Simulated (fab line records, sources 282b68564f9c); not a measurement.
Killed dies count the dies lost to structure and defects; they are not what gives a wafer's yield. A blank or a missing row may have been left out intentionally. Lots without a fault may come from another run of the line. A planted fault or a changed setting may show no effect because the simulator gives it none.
Code-filled problem report in 8D (eight disciplines) form | flow rit cmos | the parts of the form that need people (team, actions taken, sign-off) are left out

## 1. THE ISSUE
killed at front end at RIT_M1_PROBE_99 reads a mean of 48.0 on 4 wafers of 2 lots; wafers without a fault read 6.6 with a standard deviation of 2.7. Relative to the usual mean, that is a shift of +15 standard deviations.
The first sign was on wafer L976.1 at day 4 14:11, on prober-02. The record holds 6 wafers of 2 lots with a number at this step. Rule for "out", or "out of limits": more than 4 standard deviations from the usual mean. The rest of the wafers with a number are treated as sound.

## 2. WHAT IT IS; WHAT IT IS NOT
question                    | is                               | is not
which readings at this step | killed at front end, killed dies | killed open, killed short
which lots                  | L976, L984                       | -
which wafers of those lots  | L976.1, L976.4, L976.5, L984.2   | L984.4, L984.5
read on which tools         | prober-02                        | -
when                        | from day 4 14:11                 | up to then (0 sound wafers); but 2 sound wafers of L984 came after

## 3. SUSPECTS, AND WHAT RULES EACH OUT
Counting: if a tool at a process step up to the reading ran every lot that is out, it stays a suspect. Sound lots after the first of them don't rule it out here, since some wafers of a struck lot are sound.
- plasma asher-04 at RIT_NSD_STRIP_09 (strips in O2, time 180 s): kept. It ran every lot that is out, first L976 (day 4 04:31).
- prober-02 at RIT_M1_PROBE_99: kept. It ran every lot that is out, first L976 (day 4 14:11). On those wafers its own readings are out: killed at front end, killed dies.
- Within plasma asher-04 at RIT_NSD_STRIP_09: the wafers that are out ran in chamber 1; their sound lot-mates ran in chamber 0.
What counting leaves: plasma asher-04 at RIT_NSD_STRIP_09 and prober-02 at RIT_M1_PROBE_99.

## 4. THE CAUSE (what the simulator had put in)
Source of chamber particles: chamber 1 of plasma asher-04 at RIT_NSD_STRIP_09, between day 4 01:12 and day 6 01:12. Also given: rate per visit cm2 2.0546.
Counting left 2 suspects, and this tool is among them.

## 5. THE CHAIN OF EFFECTS, in route order
Each row: a reading where the mean over the struck wafers with a number is more than 3 standard deviations away from the usual. Only readings for which the record gives a usual standard deviation are gone through. hours: the time from each lot's start at the first step in this table that gives one to its start at this step, as a median over the lots. sigmas: the change in usual standard deviations.
hours | step            | reading             | usual | on struck wafers | change | sigmas
0     | RIT_M1_PROBE_99 | killed at front end | 6.6   | 48.0             | +41.4  | +15
0     | RIT_M1_PROBE_99 | killed dies         | 6.7   | 48.2             | +41.5  | +15
It contains these process steps:
- RIT_M1_PROBE_99

## 6. WHAT WOULD HAVE CAUGHT IT SOONER
13 hours passed between the start of the fault at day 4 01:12 and the first reading out of limits in this record, taken at day 4 14:11.
An alarm limit of 4 standard deviations would not have fired on the tool readings at RIT_NSD_STRIP_09 for which the record gives a usual standard deviation, since none of them was out on any struck wafer.
Lots out: 2; of these, L984 started RIT_NSD_STRIP_09 on plasma asher-04 after day 4 14:11. It would have been spared by a hold on the tool at that moment.
